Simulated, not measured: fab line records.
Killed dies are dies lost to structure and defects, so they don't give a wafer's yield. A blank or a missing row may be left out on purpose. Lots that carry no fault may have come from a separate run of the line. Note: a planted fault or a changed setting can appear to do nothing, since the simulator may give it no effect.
2 desks looking at one fault + flow rit cmos + each desk holds nothing but its own numbers, with what lay behind them at the end

== METROLOGY DESK ==
Lot by lot, what the gauges showed, no matter which tool ran the lot: averages of those sampled wafers that carry a number. Any lot whose mean is over 4 standard deviations away from the usual mean is out of limits and marked OUT; that distance is given in the brackets.
Columns: A = SPACER_NITRIDE_THK at RIT_SPACER_THK_MEAS_04, usual 256.6 nm
| lot  | first seen here | A               |
|------|-----------------|-----------------|
| L617 | day 3 00:43     | 254.2           |
| L618 | day 3 02:48     | 260.6           |
| L619 | day 3 09:32     | 252.8           |
| L620 | day 3 12:58     | 256.7           |
| L621 | day 3 19:22     | 257.8           |
| L622 | day 3 23:26     | 258.4           |
| L623 | day 4 03:00     | 256.2           |
| L625 | day 4 13:34     | 261.3           |
| L628 | day 5 05:09     | 292.5 (+15) OUT |
| L634 | day 6 11:32     | 255.1           |
| L637 | day 7 03:07     | 254.6           |
| L640 | day 7 15:56     | 255.6           |
This desk reports L628 out of limits; the earliest was L628 at day 5 05:09 (SPACER_NITRIDE_THK at RIT_SPACER_THK_MEAS_04). Within limits: L617, L618, L619, L620, L621, L622, L623, L625, L634, L637, L640.

== TOOL OWNER'S DESK, lpcvd-02 ==
The tool's own readings at RIT_SPACER_CVD_03 (deposits Si3N4 from SiH2Cl2/NH3, target thk 250 nm, time 3386 s): means of the sampled wafers that have a number, for each lot that ran on this tool. Any lot whose mean is over 4 standard deviations away from the usual mean is out of limits and marked OUT; that distance is given in the brackets.
Columns: A = nh3 flow sccm at RIT_SPACER_CVD_03, usual 150.0 sccm; B = spike tc centre C at RIT_SPACER_CVD_03, usual 811.7 C
| lot  | first seen here | A               | B     |
|------|-----------------|-----------------|-------|
| L617 | day 2 22:47     | 149.8           | 810.4 |
| L618 | day 3 00:53     | 150.1           | 811.8 |
| L620 | day 3 11:02     | 149.7           | 812.1 |
| L621 | day 3 17:27     | 149.5           | 811.8 |
| L622 | day 3 21:30     | 150.6           | 811.4 |
| L623 | day 4 01:04     | 149.6           | 811.7 |
| L628 | day 5 03:13     | 180.3 (+67) OUT | 811.8 |
| L634 | day 6 09:35     | 150.0           | 811.4 |
This desk's finding: out of limits on L628; first on L628, day 5 03:13 (nh3 flow sccm at RIT_SPACER_CVD_03). Within limits: L617, L618, L620, L621, L622, L623, L634.

== TAKEN TOGETHER ==
The tool owner's desk had the chance to raise an alarm at day 5 03:13 on L628.
At day 5 05:09 the metrology desk could have sounded an alarm, on L628.
Every lot named ran RIT_SPACER_CVD_03 on lpcvd-02.

== WHAT WAS PUT IN BY THE SIMULATOR ==
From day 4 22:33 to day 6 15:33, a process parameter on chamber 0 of lpcvd-02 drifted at RIT_SPACER_CVD_03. A move of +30 in setting nh3 flow sccm, from 150. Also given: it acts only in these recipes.
Lots struck among those shown: L628.
Hours from the fault's start to each desk's first reading out of limits: the tool owner's desk, 5; the metrology desk, 7.
